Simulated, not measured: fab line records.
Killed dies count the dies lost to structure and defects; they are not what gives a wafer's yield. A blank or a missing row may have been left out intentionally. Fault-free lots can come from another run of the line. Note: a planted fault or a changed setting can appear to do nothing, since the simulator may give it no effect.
Chamber matching / flow berkeleyCmos170 / UCB170_CONTACT_ETCH_17 on rieDiel-03: 4 sister chambers
The step etches BARC in N2/H2. 8 wafers are shown with their chamber, then 8 later ones without.

WAFERS PAIRED WITH THEIR CHAMBERS
wafer=L094.2; chamber=1; drypumpMotorCurrentA (A)=5.2; throttleValvePct (%)=13.32
wafer=L094.3; chamber=2; drypumpMotorCurrentA (A)=5.3; throttleValvePct (%)=13.55
wafer=L094.5; chamber=0; drypumpMotorCurrentA (A)=6.0; throttleValvePct (%)=13.29
wafer=L094.6; chamber=3; drypumpMotorCurrentA (A)=6.5; throttleValvePct (%)=13.26
wafer=L096.1; chamber=2; drypumpMotorCurrentA (A)=5.3; throttleValvePct (%)=13.55
wafer=L096.2; chamber=1; drypumpMotorCurrentA (A)=5.2; throttleValvePct (%)=13.29
wafer=L096.3; chamber=3; drypumpMotorCurrentA (A)=6.4; throttleValvePct (%)=13.27
wafer=L096.4; chamber=0; drypumpMotorCurrentA (A)=6.0; throttleValvePct (%)=13.28

WAFERS WHOSE CHAMBER IS MISSING
wafer=L096.5; drypumpMotorCurrentA (A)=6.0; throttleValvePct (%)=13.27
wafer=L096.6; drypumpMotorCurrentA (A)=5.2; throttleValvePct (%)=13.31
wafer=L095.1; drypumpMotorCurrentA (A)=6.5; throttleValvePct (%)=13.26
wafer=L095.2; drypumpMotorCurrentA (A)=6.0; throttleValvePct (%)=13.27
wafer=L095.3; drypumpMotorCurrentA (A)=5.2; throttleValvePct (%)=13.31
wafer=L095.4; drypumpMotorCurrentA (A)=5.3; throttleValvePct (%)=13.55
wafer=L095.5; drypumpMotorCurrentA (A)=5.2; throttleValvePct (%)=13.31
wafer=L095.6; drypumpMotorCurrentA (A)=5.3; throttleValvePct (%)=13.56

THE CHAMBER EACH PASSED THROUGH
wafer=L096.5; from the rows above=0; in truth=0
wafer=L096.6; from the rows above=1; in truth=1
wafer=L095.1; from the rows above=3; in truth=3
wafer=L095.2; from the rows above=0; in truth=0
wafer=L095.3; from the rows above=1; in truth=1
wafer=L095.4; from the rows above=2; in truth=2
wafer=L095.5; from the rows above=1; in truth=1
wafer=L095.6; from the rows above=2; in truth=2
Correctly placed: 8 of 8. Left unplaced by these rows: 0. Placed wrongly: 0.
How it was worked out, from the rows above alone: a wafer's distance from a chamber is the root of the sum, over the readings, of the square of ((its reading less the chamber's mean) divided by the reading's scatter). The wafer belongs to the nearest chamber; if the next one is less than 2 further off, it can't be placed. For every chamber, the mean is computed from those of its wafers that are shown. The scatter: take each reading less its chamber's mean, square it, sum over the shown wafers, divide by the number of wafers less the number of chambers, and take the root.
